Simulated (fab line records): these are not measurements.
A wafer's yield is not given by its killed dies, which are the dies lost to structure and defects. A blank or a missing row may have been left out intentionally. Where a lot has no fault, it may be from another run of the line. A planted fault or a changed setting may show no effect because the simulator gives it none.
fab line records	flow berkeleyCmos170
record lots=14	wafers=42	lastDay=14
route steps=331 shown START@4 SPACER@171 M1@240 M3@316
lots that met no fault: from a run of the same line without faults
startH: hours from the record's first day to the start of the lot's first wafer shown	waitH: time in hours since the lot's previous step	" identical to the entry in the row above	L1.1+2: one row covering several wafers at once	- no value, or no start given	* or withheld: withheld	< > ~ a bound
route shown NAME@n: a module of which the file shows steps, and the number in the route of the first	usual: mean/standard deviation of fault-free wafers	same: alike in all rows	chamber/n: place in a boat	sites: each site's reading	_std_site: the standard deviation of these	_edge_site: mean of outer sites minus mean of inner sites	radiusMm: how far each site lies from the wafer's centre	mask NAME#n: copy n	behind: the most recent tool/chamber to have shaped the wafer	hold: why the lot was held/for how many hours/how that ended	device: transistor that didn't switch, given as n, p or np	end of line: tests run on the same wafers once the route is complete	a step with no rows: only its recipe	killed: dies that structure and defects cost at the first sort, which is not the same as the wafer's yield	map: per-die view of a wafer (x killed, . not killed, _ where there is no die)
set.NAME: the run value of the setting; set.NAME@STEP: its run value at that earlier step	model.NAME: the simulator's own value behind a step, which no gauge read
one table for each step of the route and one row for each wafer, over a sample of lots
services: the hour from which a tool's chamber was out of use, counted from the record's first day as startH (under 0 if before that day), plus the number of hours and why
## steps
# step UCB170_START_THK_MEAS_03
# recipe reads=SiO2_of_START_OXIDATION_02
# usual START_OXIDE_THK=20.2/0.38
lot.wafer	tool	chamber	startH	waitH	START_OXIDE_THK[nm]
L872.2	filmMetro-02	-	20.66	0.0	20.9
L872.4	"	-	"	"	20.8
L872.5	"	-	"	"	20.4
L873.4	filmMetro-01	-	24.68	0.0	19.8
L873.5	"	-	"	"	19.6
L873.6	"	-	"	"	19.9
L874.1	filmMetro-04	-	29.88	0.0	20.4
L874.4	"	-	"	"	20.5
L874.6	"	-	"	"	20.4
L875.2	filmMetro-04	-	36.06	0.0	20.1
L875.3	"	-	"	"	20.1
L875.5	"	-	"	"	20.2
L877.2	filmMetro-02	-	46.01	0.0	19.8
L877.3	"	-	"	"	20.2
L877.6	"	-	"	"	20.2
L878.1	filmMetro-01	-	52.69	0.0	20.6
L878.5	"	-	"	"	20.5
L878.6	"	-	"	"	20.4
L879.1	filmMetro-04	-	52.69	0.0	20.5
L879.2	"	-	"	"	20.5
L879.3	"	-	"	"	21.0
L880.1	filmMetro-02	-	60.25	0.0	19.3
L880.3	"	-	"	"	19.1
L880.5	"	-	"	"	19.5
L883.2	filmMetro-04	-	74.06	0.0	20.3
L883.3	"	-	"	"	20.7
L883.6	"	-	"	"	20.2
L888.2	filmMetro-04	-	102.80	0.0	20.5
L888.3	"	-	"	"	20.1
L888.4	"	-	"	"	19.8
L890.2	filmMetro-01	-	111.14	0.0	20.2
L890.3	"	-	"	"	20.4
L890.5	"	-	"	"	20.5
L892.2	filmMetro-02	-	120.65	0.0	19.9
L892.3	"	-	"	"	20.1
L892.5	"	-	"	"	20.0
L893.2	filmMetro-01	-	126.66	0.0	21.2
L893.3	"	-	"	"	21.1
L893.5	"	-	"	"	21.1
L894.1	filmMetro-04	-	132.15	0.0	20.0
L894.2	"	-	"	"	20.0
L894.4	"	-	"	"	19.8
# step UCB170_SPACER_CVD_00
# recipe material=SiO2	targetThkNm=376	tempC=390	precursor=TEOS/O2	timeS=47	rfW=550	pressureMtorr=9000
# usual heaterPowerW=255/56	rfFwdPowerW=544.2/2.1
lot.wafer	tool	chamber	startH	waitH	heaterPowerW	rfFwdPowerW	sinceWetCleanH
L872.2	pecvd-03	1	169.82	0.0	307	543.8	355
L872.4	"	2	"	"	203	546.2	-
L872.5	"	1	"	"	322	542.8	-
L873.4	pecvd-04	2	170.03	0.0	177	542.3	-
L873.5	"	0	"	"	290	544.2	-
L873.6	"	1	"	"	327	541.2	-
L874.1	pecvd-02	2	170.45	0.0	265	546.6	21
L874.4	"	2	"	"	279	545.9	-
L874.6	"	1	"	"	180	546.7	-
L875.2	pecvd-02	2	178.43	0.0	192	546.4	29
L875.3	"	1	"	"	160	542.8	29
L875.5	"	2	"	"	214	545.0	-
L877.2	pecvd-04	0	203.01	0.0	310	547.3	282
L877.3	"	2	"	"	196	544.6	282
L877.6	"	2	"	"	209	544.0	-
L879.1	pecvd-02	1	203.52	0.0	162	547.1	54
L879.2	"	2	"	"	213	546.0	54
L879.3	"	0	"	"	337	544.1	54
L878.1	pecvd-04	2	203.76	0.0	267	544.2	282
L878.5	"	1	"	"	275	544.5	-
L878.6	"	0	"	"	311	543.3	-
L880.1	pecvd-03	2	214.63	0.0	207	541.7	400
L880.3	"	0	"	"	204	543.0	400
L880.5	"	2	"	"	211	539.6	-
L883.2	pecvd-02	2	225.33	0.0	275	546.8	76
L883.3	"	1	"	"	185	546.2	76
L883.6	"	0	"	"	342	545.8	-
L888.2	pecvd-04	1	264.69	0.0	202	763.6	343
L888.3	"	2	"	"	187	766.7	343
L888.4	"	2	"	"	102	765.1	-
L892.2	pecvd-03	0	275.44	0.0	229	543.4	19
L892.3	"	1	"	"	269	545.6	19
L892.5	"	0	"	"	155	545.2	-
L890.2	pecvd-04	0	275.57	0.0	237	762.2	354
L890.3	"	2	"	"	147	765.0	354
L890.5	"	2	"	"	168	765.0	-
L893.2	pecvd-03	1	282.42	0.0	288	545.0	26
L893.3	"	1	"	"	303	544.6	-
L893.5	"	1	"	"	318	544.8	-
L894.1	pecvd-03	0	291.88	0.0	216	540.3	35
L894.2	"	1	"	"	342	545.4	35
L894.4	"	0	"	"	227	539.5	-
# step UCB170_SPACER_THK_MEAS_01
# recipe reads=SiO2_of_SPACER_CVD_00
# usual SPACER_TEOS_THK=377/5.1
lot.wafer	tool	chamber	startH	waitH	SPACER_TEOS_THK[nm]
L872.2	filmMetro-01	-	169.87	0.0	378
L872.4	"	-	"	"	384
L872.5	"	-	"	"	382
L873.4	filmMetro-01	-	170.08	0.0	376
L873.5	"	-	"	"	379
L873.6	"	-	"	"	387
L874.1	filmMetro-01	-	170.49	0.0	381
L874.4	"	-	"	"	387
L874.6	"	-	"	"	383
L875.2	filmMetro-01	-	178.48	0.0	376
L875.3	"	-	"	"	378
L875.5	"	-	"	"	385
L877.2	filmMetro-04	-	203.07	0.0	373
L877.3	"	-	"	"	376
L877.6	"	-	"	"	378
L879.1	filmMetro-04	-	203.57	0.0	378
L879.2	"	-	"	"	378
L879.3	"	-	"	"	375
L878.1	filmMetro-01	-	203.81	0.0	375
L878.5	"	-	"	"	381
L878.6	"	-	"	"	380
L880.1	filmMetro-03	-	214.67	0.0	370
L880.3	"	-	"	"	368
L880.5	"	-	"	"	377
L883.2	filmMetro-03	-	225.39	0.0	381
L883.3	"	-	"	"	372
L883.6	"	-	"	"	374
L888.2	filmMetro-03	-	264.74	0.0	414
L888.3	"	-	"	"	410
L888.4	"	-	"	"	416
L892.2	filmMetro-03	-	275.49	0.0	371
L892.3	"	-	"	"	375
L892.5	"	-	"	"	382
L890.2	filmMetro-03	-	275.63	0.0	415
L890.3	"	-	"	"	415
L890.5	"	-	"	"	420
L893.2	filmMetro-01	-	282.49	0.1	375
L893.3	"	-	"	"	378
L893.5	"	-	"	"	383
L894.1	filmMetro-01	-	291.94	0.0	378
L894.2	"	-	"	"	372
L894.4	"	-	"	"	384
# step UCB170_SPACER_ETCHBACK_03
# recipe stopOn=Si	target=SiO2	chemistry=CHF3/CF4/Ar	CHF3_flow_sccm=50	cf4FlowSccm=10	Ar_flow_sccm=120	pressureMtorr=200	rfW=500	targetDepthA=3760	timeS=100
# usual drypumpMotorCurrentA=5.8/0.34	oesProductAu=0.899/0.02	rfFwdPowerW=497.4/1.6	throttleValvePct=6.48/0.077
lot.wafer	tool	chamber	startH	waitH	drypumpMotorCurrentA	oesProductAu	rfFwdPowerW	rfHoursCounterH	throttleValvePct
L872.2	rieDiel-03	0	182.24	0.0	5.7	0.884	497.4	37	6.51
L872.4	"	3	"	"	6.0	0.930	496.4	-	6.38
L872.5	"	0	"	"	5.7	0.893	498.4	-	6.52
L873.4	rieDiel-02	0	182.24	0.0	5.4	0.906	496.4	8	6.35
L873.5	"	3	"	"	5.8	0.921	496.1	-	6.52
L873.6	"	0	"	"	5.4	0.921	496.3	-	6.35
L874.1	rieDiel-01	0	182.24	0.0	6.6	0.930	497.0	5	6.61
L874.4	"	0	"	"	6.6	0.939	498.7	-	6.62
L874.6	"	2	"	"	5.4	0.889	494.0	-	6.50
L875.2	rieDiel-03	3	182.31	0.1	6.0	0.915	498.8	0	6.37
L875.3	"	0	"	"	5.6	0.888	497.1	37	6.53
L875.5	"	3	"	"	6.0	0.929	497.7	-	6.38
L877.2	rieDiel-02	2	209.36	0.0	6.0	0.890	498.6	7	6.46
L877.3	"	3	"	"	5.7	0.918	495.0	20	6.53
L877.6	"	0	"	"	5.4	0.920	495.8	-	6.33
L879.1	rieDiel-03	3	209.36	0.0	6.0	0.911	496.9	1	6.37
L879.2	"	2	"	"	6.4	0.892	495.9	129	6.57
L879.3	"	0	"	"	5.6	0.882	497.8	38	6.50
L878.1	rieDiel-02	1	209.44	0.1	5.7	0.870	498.7	62	6.50
L878.5	"	0	"	"	5.4	0.920	496.8	-	6.33
L878.6	"	3	"	"	5.8	0.931	499.0	-	6.53
L880.1	rieDiel-02	0	221.75	0.0	5.4	0.893	496.6	9	6.34
L880.3	"	1	"	"	5.7	0.855	497.4	62	6.49
L880.5	"	2	"	"	6.1	0.886	500.2	-	6.46
L883.2	rieDiel-01	1	234.35	0.0	5.4	0.910	498.8	15	6.56
L883.3	"	2	"	"	5.4	0.869	496.6	126	6.50
L883.6	"	0	"	"	6.6	0.904	494.7	-	6.62
L888.2	rieDiel-02	1	270.53	0.0	5.7	0.938	493.9	64	6.50
L888.3	"	2	"	"	6.1	0.944	498.3	9	6.46
L888.4	"	3	"	"	5.8	0.983	499.2	23	6.54
L892.2	rieDiel-03	0	282.23	0.0	5.6	0.873	499.1	41	6.53
L892.3	"	1	"	"	5.5	0.904	494.0	95	6.45
L892.5	"	1	"	"	5.5	0.914	496.2	-	6.43
L890.2	rieDiel-02	2	282.30	0.1	6.1	0.936	499.6	10	6.47
L890.3	"	3	"	"	5.7	0.983	496.8	24	6.53
L890.5	"	1	"	"	5.8	0.940	497.0	-	6.49
L893.2	rieDiel-02	0	289.50	0.0	5.3	0.917	496.0	12	6.34
L893.3	"	3	"	"	5.8	0.920	495.7	24	6.53
L893.5	"	2	"	"	6.0	0.891	498.5	-	6.47
L894.1	rieDiel-02	0	296.58	0.0	5.4	0.915	495.9	13	6.33
L894.2	"	2	"	"	6.0	0.879	498.0	11	6.45
L894.4	"	1	"	"	5.7	0.878	500.3	66	6.50
# step UCB170_M1_THK_MEAS_02
# recipe thkMeasGauge=xrf	reads=Al_of_M1_SPUTTER_00
# usual M1_AL_THK=604/6.7
lot.wafer	tool	chamber	startH	waitH	M1_AL_THK[nm]
L872.2	filmMetro-02	-	191.81	0.1	590
L872.4	"	-	"	"	597
L872.5	"	-	"	"	605
L873.4	filmMetro-04	-	192.25	0.1	617
L873.5	"	-	"	"	613
L873.6	"	-	"	"	616
L875.2	filmMetro-01	-	193.86	0.1	602
L875.3	"	-	"	"	602
L875.5	"	-	"	"	607
L874.1	filmMetro-02	-	194.12	0.1	609
L874.4	"	-	"	"	604
L874.6	"	-	"	"	612
L877.2	filmMetro-01	-	221.23	0.1	615
L877.3	"	-	"	"	614
L877.6	"	-	"	"	613
L879.1	filmMetro-04	-	221.57	0.1	584
L879.2	"	-	"	"	597
L879.3	"	-	"	"	593
L878.1	filmMetro-04	-	224.43	0.1	604
L878.5	"	-	"	"	590
L878.6	"	-	"	"	599
L880.1	filmMetro-02	-	233.15	0.1	597
L880.3	"	-	"	"	607
L880.5	"	-	"	"	599
L883.2	filmMetro-04	-	244.26	0.1	612
L883.3	"	-	"	"	617
L883.6	"	-	"	"	602
L888.2	filmMetro-01	-	283.22	0.1	607
L888.3	"	-	"	"	608
L888.4	"	-	"	"	607
L892.2	filmMetro-02	-	294.46	0.1	611
L892.3	"	-	"	"	608
L892.5	"	-	"	"	609
L890.2	filmMetro-04	-	294.73	0.1	610
L890.3	"	-	"	"	598
L890.5	"	-	"	"	597
L893.2	filmMetro-04	-	301.72	0.1	595
L893.3	"	-	"	"	609
L893.5	"	-	"	"	593
L894.1	filmMetro-04	-	313.45	0.1	608
L894.2	"	-	"	"	601
L894.4	"	-	"	"	616
# step UCB170_M3_STRIP_07
# recipe chemistry=O2	powerW=400	pressureMtorr=3500	platenTempC=withheld	o2FlowSccm=400	overashFraction=0.5
# usual drypumpMotorCurrentA=5.7/0.52	oesProductAu=0.735/0.0042	stripTimeToEndpointS=22.01/0.068
lot.wafer	tool	chamber	startH	waitH	drypumpMotorCurrentA	oesProductAu	rfHoursCounterH	stripTimeToEndpointS
L872.2	plasmaAsher-03	0	203.93	0.1	4.9	0.731	54	22.03
L872.4	"	1	"	"	5.3	0.737	-	22.00
L872.5	"	1	"	"	5.4	0.738	-	21.99
L873.4	plasmaAsher-04	0	206.35	0.1	6.4	0.734	-	21.95
L873.5	"	0	"	"	6.4	0.735	-	21.92
L873.6	"	1	"	"	5.9	0.743	-	21.91
L874.1	plasmaAsher-03	1	208.87	0.1	5.3	0.743	54	22.08
L874.4	"	1	"	"	5.3	0.729	-	22.02
L874.6	"	0	"	"	4.9	0.739	-	22.03
L875.2	plasmaAsher-04	1	209.70	0.1	5.9	0.737	9	21.99
L875.3	"	1	"	"	5.9	0.730	-	22.06
L875.5	"	0	"	"	6.4	0.737	-	21.95
L877.2	plasmaAsher-02	0	233.08	0.1	6.2	0.739	42	22.05
L877.3	"	1	"	"	5.7	0.735	-	21.96
L877.6	"	0	"	"	6.2	0.738	-	22.02
L879.1	plasmaAsher-04	0	234.11	0.1	6.4	0.733	11	22.03
L879.2	"	1	"	"	5.9	0.735	11	22.06
L879.3	"	1	"	"	5.9	0.740	-	22.03
L878.1	plasmaAsher-03	0	237.33	0.1	4.9	0.736	57	21.95
L878.5	"	0	"	"	4.9	0.731	-	21.97
L878.6	"	1	"	"	5.3	0.738	-	21.92
L880.1	plasmaAsher-02	1	245.20	0.1	5.7	0.728	43	22.03
L880.3	"	0	"	"	6.2	0.739	-	21.95
L880.5	"	0	"	"	6.2	0.735	-	22.02
L883.2	plasmaAsher-03	1	256.15	0.1	5.3	0.736	59	22.07
L883.3	"	0	"	"	4.9	0.733	-	22.05
L883.6	"	1	"	"	5.3	0.737	-	22.05
L888.2	plasmaAsher-04	1	299.36	0.1	5.9	0.738	18	22.09
L888.3	"	0	"	"	6.4	0.739	-	22.11
L888.4	"	1	"	"	5.9	0.743	-	22.20
L892.2	plasmaAsher-04	0	311.67	0.1	6.4	0.734	19	21.99
L892.3	"	0	"	"	6.4	0.738	-	21.94
L892.5	"	1	"	"	5.9	0.747	-	21.96
L890.2	plasmaAsher-03	0	312.09	0.1	4.9	0.730	65	21.98
L890.3	"	0	"	"	4.9	0.735	-	22.01
L890.5	"	0	"	"	4.9	0.732	-	21.98
L893.2	plasmaAsher-03	0	317.73	0.1	4.9	0.732	66	21.95
L893.3	"	1	"	"	5.3	0.729	-	21.84
L893.5	"	1	"	"	5.3	0.736	-	21.92
L894.1	plasmaAsher-02	1	327.71	0.1	5.7	0.731	52	22.02
L894.2	"	0	"	"	6.2	0.736	52	22.00
L894.4	"	0	"	"	6.2	0.729	-	22.05
## services
tool	chamber	startH	hours	kind
plasmaAsher-03	-	158.02	0.4	repair
rieDiel-01	3	167.09	38.1	repair
rieDiel-03	2	175.45	9.5	repair
pecvd-04	-	178.00	0.8	pm
rieDiel-01	-	192.08	0.3	repair
rieDiel-01	3	225.61	27.8	repair
plasmaAsher-02	-	228.14	2.8	pm
pecvd-03	-	242.50	14.0	pm
pecvd-03	0	242.50	14.0	ventCycle
pecvd-03	1	242.50	14.0	ventCycle
pecvd-03	2	242.50	14.0	ventCycle
pecvd-03	0	256.50	-	clean
pecvd-03	1	256.50	-	clean
pecvd-02	-	261.09	0.9	repair
rieDiel-01	1	266.80	3.2	repair
pecvd-02	1	267.47	20.5	repair
pecvd-02	-	267.81	0.4	repair
plasmaAsher-03	-	275.16	2.8	pm
rieDiel-01	-	276.00	38.0	repair
pecvd-02	0	276.55	19.3	repair
pecvd-03	2	278.89	19.1	repair
rieDiel-02	0	296.85	4.4	repair
rieDiel-03	2	297.90	1.6	repair
pecvd-04	-	312.08	1.2	repair
## key
firstSign step=UCB170_SPACER_CVD_00	reading=rfFwdPowerW	direction=up	sigmas=99+	usual=544.2	struck=764.6
effect step=UCB170_SPACER_CVD_00	reading=heaterPowerW	direction=down	sigmas=1.4	usual=255	struck=174
effect step=UCB170_SPACER_THK_MEAS_01	reading=SPACER_TEOS_THK	direction=up	sigmas=7.4	usual=377	struck=415
effect step=UCB170_SPACER_ETCHBACK_03	reading=oesProductAu	direction=up	sigmas=2.8	usual=0.899	struck=0.954
metAt UCB170_SPACER_CVD_00
struckLots L888,L890
sortLeftOut L888.2,L888.3,L888.4,L890.2,L890.3,L890.5
testerLeftOut L888,L890
notActingAt UCB170_START_THK_MEAS_03,UCB170_M1_THK_MEAS_02,UCB170_M3_STRIP_07
onsetBetween 203.76 264.69
fault kind=processParameterDrift	tool=pecvd-04	chamber=-	onsetH=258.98	steps=UCB170_SPACER_CVD_00	channel=rfW	offset=220	shape=step	endH=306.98	actsIn=theseRecipesOnly	stated=550
# testerLeftOut: of these lots the tester's yield and bins aren't shown, on N5 and GAA mostly nor the transistor test; their killed dies are dies lost to structure and defects alone, not to doping, threshold or leakage, so they don't give the yield
# sortLeftOut: the simulated sort isn't trusted on such a fault, so these wafers' sort isn't shown, and their yield isn't known
